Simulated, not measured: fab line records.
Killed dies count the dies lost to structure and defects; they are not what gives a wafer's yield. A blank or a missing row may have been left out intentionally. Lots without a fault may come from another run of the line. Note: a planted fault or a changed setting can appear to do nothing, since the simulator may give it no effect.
Split-lot experiment + flow berkeley_cmos170 + on a route of 331 steps: 5 lots, 23 wafers read

SPLIT DETAILS
At UCB170_NLDD_PEB_04, the setting peb_temp_c was moved away from the recipe's 130 C on 8 of the 23 wafers read, by -1.4% to +2.1%. This setting was run at the recipe's value on the other wafers.

BETWEEN THE SPLIT AND THE READING: the file shows 1 step in between
- UCB170_NLDD_DEVELOP_05: develop time 45 s

THE READING
cd_nm, in nm, at UCB170_NLDD_CD_MEAS_06 (target cd 1200 nm). Typical for fault-free wafers on this fab line: 1199.6 nm, with standard deviation 1.2 nm.

| wafer  | tool, chamber at the split | peb_temp_c as run, C | against the recipe | cd_nm, nm | against lot-mates on the recipe |
|--------|----------------------------|----------------------|--------------------|-----------|---------------------------------|
| L074.1 | litho_track-02, 0          | 128.2                | -1.4%              | 1188.1    | -12.8                           |
| L074.2 | litho_track-02, 0          | 128.2                | -1.4%              | 1187.9    | -12.9                           |
| L074.4 | litho_track-02, 0          | 130                  | recipe             | 1200.6    | -                               |
| L074.5 | litho_track-02, 0          | 130                  | recipe             | 1201.1    | -                               |
| L074.6 | litho_track-02, 0          | 128.2                | -1.4%              | 1186.5    | -14.3                           |
| L075.1 | litho_track-02, 0          | 131.4                | +1.1%              | 1208.3    | +9.4                            |
| L075.2 | litho_track-02, 0          | 130                  | recipe             | 1198.1    | -                               |
| L075.4 | litho_track-02, 0          | 130                  | recipe             | 1199.7    | -                               |
| L075.5 | litho_track-02, 0          | 131.4                | +1.1%              | 1207.5    | +8.6                            |
| L075.6 | litho_track-02, 0          | 130                  | recipe             | 1199.0    | -                               |
| L077.1 | litho_track-04, 0          | 130                  | recipe             | 1198.8    | -                               |
| L077.2 | litho_track-04, 0          | 132.7                | +2.1%              | 1215.1    | +15.8                           |
| L077.3 | litho_track-04, 0          | 132.7                | +2.1%              | 1216.4    | +17.2                           |
| L077.4 | litho_track-04, 0          | 130                  | recipe             | 1199.7    | -                               |
| L077.5 | litho_track-04, 0          | 132.7                | +2.1%              | 1215.7    | +16.5                           |
| L079.2 | litho_track-01, 0          | 130                  | recipe             | 1198.0    | -                               |
| L079.3 | litho_track-01, 0          | 130                  | recipe             | 1196.9    | -                               |
| L079.4 | litho_track-01, 0          | 130                  | recipe             | 1197.1    | -                               |
| L079.5 | litho_track-01, 0          | 130                  | recipe             | 1197.4    | -                               |
| L079.6 | litho_track-01, 0          | 130                  | recipe             | 1197.0    | -                               |
| L078.1 | litho_track-01, 0          | 130                  | recipe             | 1199.0    | -                               |
| L078.3 | litho_track-01, 0          | 130                  | recipe             | 1198.8    | -                               |
| L078.6 | litho_track-01, 0          | 130                  | recipe             | 1199.8    | -                               |

THE FIT
A straight line over all 23 wafers: cd_nm changes by +8.19 nm for each +1% of peb_temp_c; r = +0.99; the points scatter about the line by 1.1 nm.
The same after taking each lot's own level away (the mean of its wafers on the recipe; 23 wafers): +8.52 nm for each +1%; r = +1.00; scatter 0.82 nm.
On that fit, the largest move of peb_temp_c shifts the reading by 18 nm.
Across the lots, their own levels run from 1197.28 to 1200.85 nm, a range of 3.0 times the standard deviation given above.
The two slopes are in agreement: the lot-to-lot level therefore moves the slope only a little.
Check: with one of the wafers moved furthest among these (+2.1%) left out of the fit, the line predicts +17.7 nm for it against its lot-mates. It came out at +15.8 nm against them.

ADDITIONAL SPLITS CARRIED BY THESE WAFERS
Note: prior to the reading, these wafers also went through further splits. Each is held against what the fit with the lots' levels taken away leaves over:
| other split on the same wafers          | wafers away from the commonest value | r with cd_nm (lot level and that fit taken away) |
|-----------------------------------------|--------------------------------------|--------------------------------------------------|
| UCB170_NWELL_CVD_04 time_s              | 15                                   | -0.05                                            |
| UCB170_NWELL_ETCH_13 over_etch_frac     | 8                                    | -0.03                                            |
| UCB170_PWELL_IMPLANT_15 energy_kev      | 7                                    | -0.11                                            |
| UCB170_WELLDRIVE_OXIDATION_01 ox_time_s | 10                                   | +0.29                                            |
| UCB170_ACTIVE_STRIP_16 power_w          | 5                                    | +0.32                                            |
| UCB170_NVT_COAT_01 spin_rpm             | 6                                    | -0.36                                            |
| UCB170_NVT_IMPLANT_07 dose_cm2          | 4                                    | -0.18                                            |
| UCB170_GATE_EXPOSE_09 dose_mj           | 7                                    | -0.19                                            |
| UCB170_GATE_DEVELOP_11 develop_time_s   | 10                                   | +0.25                                            |
| UCB170_PLDD_EXPOSE_03 dose_mj           | 7                                    | -0.37                                            |

THE FILE'S OWN FIT
cd_nm changes by +8.45 nm for each +1% of peb_temp_c, r = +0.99.
